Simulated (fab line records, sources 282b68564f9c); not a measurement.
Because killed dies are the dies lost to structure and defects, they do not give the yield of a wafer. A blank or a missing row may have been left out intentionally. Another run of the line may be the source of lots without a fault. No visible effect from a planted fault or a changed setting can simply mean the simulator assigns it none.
The tool behind it: which one? / flow rit cmos / 33 wafers from 11 lots sampled at 2 of the route's 202 steps

== WHAT EACH GAUGE READ, for each wafer ==
RIT_ACTIVE_THK_MEAS_04.
lot=L995; measured=day 1 13:33; on=film metro-03; ACTIVE_NITRIDE_THK (nm)=149.6 150.5 149.0
lot=L996; measured=day 1 18:32; on=film metro-03; ACTIVE_NITRIDE_THK (nm)=149.4 149.8 149.1
lot=L998; measured=day 2 04:32; on=film metro-01; ACTIVE_NITRIDE_THK (nm)=147.9 147.8 148.8
lot=L999; measured=day 2 09:32; on=film metro-02; ACTIVE_NITRIDE_THK (nm)=151.1 150.2 150.5
lot=L102; measured=day 3 02:15; on=film metro-02; ACTIVE_NITRIDE_THK (nm)=116.6 116.4 117.6
lot=L107; measured=day 4 01:32; on=film metro-02; ACTIVE_NITRIDE_THK (nm)=151.6 149.0 150.9
lot=L109; measured=day 4 11:33; on=film metro-02; ACTIVE_NITRIDE_THK (nm)=148.7 149.5 148.0
lot=L110; measured=day 4 16:32; on=film metro-02; ACTIVE_NITRIDE_THK (nm)=151.7 152.0 150.7
lot=L112; measured=day 5 02:32; on=film metro-01; ACTIVE_NITRIDE_THK (nm)=152.2 151.9 151.9
lot=L114; measured=day 5 12:32; on=film metro-01; ACTIVE_NITRIDE_THK (nm)=151.1 150.4 148.7
lot=L118; measured=day 6 09:08; on=film metro-02; ACTIVE_NITRIDE_THK (nm)=149.9 150.2 150.6

== WHAT TOOL EACH LOT RAN ON (gives the tool, then ch and the chambers of the sampled wafers, and finally the start) ==
lot=L995; RIT_ACTIVE_CVD_03=lpcvd-02 ch 1, day 1 12:07
lot=L996; RIT_ACTIVE_CVD_03=lpcvd-02 ch 1, day 1 17:07
lot=L998; RIT_ACTIVE_CVD_03=lpcvd-02 ch 0, day 2 03:07
lot=L999; RIT_ACTIVE_CVD_03=lpcvd-01 ch 1, day 2 08:07
lot=L102; RIT_ACTIVE_CVD_03=lpcvd-02 ch 0, day 3 00:50
lot=L107; RIT_ACTIVE_CVD_03=lpcvd-01 ch 0, day 4 00:07
lot=L109; RIT_ACTIVE_CVD_03=lpcvd-01 ch 1, day 4 10:07
lot=L110; RIT_ACTIVE_CVD_03=lpcvd-01 ch 1, day 4 15:07
lot=L112; RIT_ACTIVE_CVD_03=lpcvd-01 ch 1, day 5 01:07
lot=L114; RIT_ACTIVE_CVD_03=lpcvd-01 ch 1, day 5 11:07
lot=L118; RIT_ACTIVE_CVD_03=lpcvd-01 ch 1, day 6 07:42
- RIT_ACTIVE_CVD_03: deposits Si3N4 from SiH2Cl2/NH3, target thk 150 nm, time 1500 s.

== WHAT THE TOOLS THEMSELVES READ (means of the sampled wafers that have a number; where no wafer has one, the mark that the record gives instead) ==
RIT_ACTIVE_CVD_03.
lot=L995; tool=lpcvd-02; spike tc centre C (C)=810.9; spike tc load C (C)=833.5; spike tc source C (C)=834.6; susceptor temp C (C)=810.4; zone power source pct (%)=19.9
lot=L996; tool=lpcvd-02; spike tc centre C (C)=811.1; spike tc load C (C)=834.3; spike tc source C (C)=833.3; susceptor temp C (C)=810.3; zone power source pct (%)=20.0
lot=L998; tool=lpcvd-02; spike tc centre C (C)=813.8; spike tc load C (C)=835.8; spike tc source C (C)=831.4; susceptor temp C (C)=809.9; zone power source pct (%)=22.1
lot=L999; tool=lpcvd-01; spike tc centre C (C)=810.9; spike tc load C (C)=830.1; spike tc source C (C)=829.3; susceptor temp C (C)=810.0; zone power source pct (%)=17.5
lot=L102; tool=lpcvd-02; spike tc centre C (C)=799.9; spike tc load C (C)=822.5; spike tc source C (C)=818.8; susceptor temp C (C)=796.1; zone power source pct (%)=21.4
lot=L107; tool=lpcvd-01; spike tc centre C (C)=814.2; spike tc load C (C)=835.2; spike tc source C (C)=831.7; susceptor temp C (C)=810.0; zone power source pct (%)=23.7
lot=L109; tool=lpcvd-01; spike tc centre C (C)=811.4; spike tc load C (C)=830.5; spike tc source C (C)=830.0; susceptor temp C (C)=809.6; zone power source pct (%)=17.6
lot=L110; tool=lpcvd-01; spike tc centre C (C)=811.5; spike tc load C (C)=830.5; spike tc source C (C)=829.0; susceptor temp C (C)=810.4; zone power source pct (%)=17.6
lot=L112; tool=lpcvd-01; spike tc centre C (C)=811.1; spike tc load C (C)=830.6; spike tc source C (C)=830.8; susceptor temp C (C)=810.0; zone power source pct (%)=17.7
lot=L114; tool=lpcvd-01; spike tc centre C (C)=810.6; spike tc load C (C)=830.4; spike tc source C (C)=830.0; susceptor temp C (C)=810.0; zone power source pct (%)=17.6
lot=L118; tool=lpcvd-01; spike tc centre C (C)=810.9; spike tc load C (C)=831.1; spike tc source C (C)=829.7; susceptor temp C (C)=809.5; zone power source pct (%)=17.5

== THE ANSWER, worked out from the rows above alone ==
Rule: what is usual is taken from the lots themselves. Put in order of their means at a reading, lots are off if they are a third of the lots or fewer, leave a main group of 4 or more, and stand apart from it by a gap of 3 or more times the standard deviation of the main group's means; of several such gaps the widest counts. The tables above print the reading to a certain number of digits; a main group whose means all agree to those digits is not used. A lot without any number at a reading at which 4 lots or more have one is off too. The other lots that the step has rows for count as sound. After the gauges, taken in route order, come the tools' own readings; for these a lot's mean is taken, as printed above. The first step at which some lot is off is used, and at that step the reading that is off furthest; a lot without a number counts as furthest.
Off: at RIT_ACTIVE_THK_MEAS_04 (ACTIVE_NITRIDE_THK), L102. The main group: mean 150.1 nm, standard deviation 1.1.
A tool fits if, at a process step before that reading, it ran every lot that is off, and no sound lot after the first of them. Not tried: the gauges at RIT_ACTIVE_THK_MEAS_04; whatever is off there is also off at RIT_ACTIVE_CVD_03, on other tools, and gauge error can't account for it. One fits: lpcvd-02 at RIT_ACTIVE_CVD_03. A fault onset in the window from L998 (day 2 03:07, its last sound lot) to L102 (day 3 00:50, its first lot off) fits.
The tool's own readings at RIT_ACTIVE_CVD_03 bear it out: on the lots that are off they differ by more than 5 times the standard deviation of the sound lots' means. spike tc centre C reads 799.9 C there against 811.6 C on the sound lots; spike tc source C reads 818.8 C there against 831.0 C on the sound lots; susceptor temp C reads 796.1 C there against 810.0 C on the sound lots.

== WHAT HAD BEEN PUT IN BY THE SIMULATOR ==
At RIT_ACTIVE_CVD_03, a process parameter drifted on lpcvd-02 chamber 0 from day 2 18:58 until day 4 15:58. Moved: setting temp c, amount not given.
Lots struck among those shown: L102. Same finding as the rule above.
